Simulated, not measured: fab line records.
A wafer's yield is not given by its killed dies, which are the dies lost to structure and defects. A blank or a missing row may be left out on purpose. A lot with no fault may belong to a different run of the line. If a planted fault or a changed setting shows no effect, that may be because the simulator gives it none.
2 desks looking at one fault    flow berkeley_cmos170    numbers are kept per desk, each desk with only its own; the story behind them comes last

DESK OF THE TOOL OWNER: pvd_sputter-02
The tool's own readings at UCB170_SILICIDE_SPUTTER_01 (material Ti, target thk 30 nm, time 25 s): means of the sampled wafers that have a number, for each lot that ran on this tool. Marked OUT: a lot whose mean sits more than 4 standard deviations from the usual mean, which makes it out of limits; the brackets give that distance.
Columns: A = throttle_valve_pct at UCB170_SILICIDE_SPUTTER_01, usual 30.3 %
lot   first seen here  A
L823  day 7 23:26      30.3
L824  day 8 09:32      31.3
L827  day 8 22:22      31.0
L828  day 9 15:08      30.0
L835  day 11 03:13     31.2
L839  day 12 07:26     31.2
This desk's verdict: no lot among the 6 shows anything out of limits.

METROLOGY DESK
Lot by lot, what the gauges showed, no matter which tool ran the lot: averages of those sampled wafers that carry a number. Marked OUT: a lot whose mean sits more than 4 standard deviations from the usual mean, which makes it out of limits; the brackets give that distance.
Columns: A = SILICIDE_TI_RS at UCB170_SILICIDE_RS_MEAS_02, usual 26.0 ohm/sq; B = SILICIDE_TI_THK at UCB170_SILICIDE_THK_MEAS_03, usual 29.9 nm
lot   first seen here  A                B
L823  day 7 23:32      25.9             29.8
L825  day 8 08:49      25.9             30.4
L824  day 8 09:34      26.5             29.6
L827  day 8 22:24      26.8             29.3
L830  day 9 12:32      25.8             30.0
L828  day 9 15:11      26.1             29.8
L829  day 9 15:11      26.1             29.8
L831  day 9 15:19      26.2             30.0
L835  day 11 03:14     26.3             29.6
L839  day 12 07:31     27.9 (+5.1) OUT  28.3 (-4.1) OUT
L842  day 12 08:51     25.9             29.9
L845  day 14 01:03     25.9             30.0
L846  day 14 09:17     26.2             30.0
Finding of this desk: L839 out of limits, first seen on L839 at day 12 07:31 (SILICIDE_TI_RS at UCB170_SILICIDE_RS_MEAS_02). L823, L825, L824, L827, L830, L828, L829, L831, L835, L842, L845, L846: within limits.

TAKEN TOGETHER
The metrology desk could have raised an alarm at day 12 07:31, on L839.
Nothing out of limits was seen by the tool owner's desk.
Tool owner's desk: L839 on record, inside its limits.
UCB170_SILICIDE_SPUTTER_01 was run on pvd_sputter-02 by each of the lots named.

WHAT HAD BEEN PUT IN BY THE SIMULATOR
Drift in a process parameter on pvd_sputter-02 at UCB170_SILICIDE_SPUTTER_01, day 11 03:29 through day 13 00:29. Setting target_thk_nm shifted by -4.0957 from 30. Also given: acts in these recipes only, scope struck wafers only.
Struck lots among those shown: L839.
Hours from the fault's start to each desk's first reading out of limits: the metrology desk, 28.
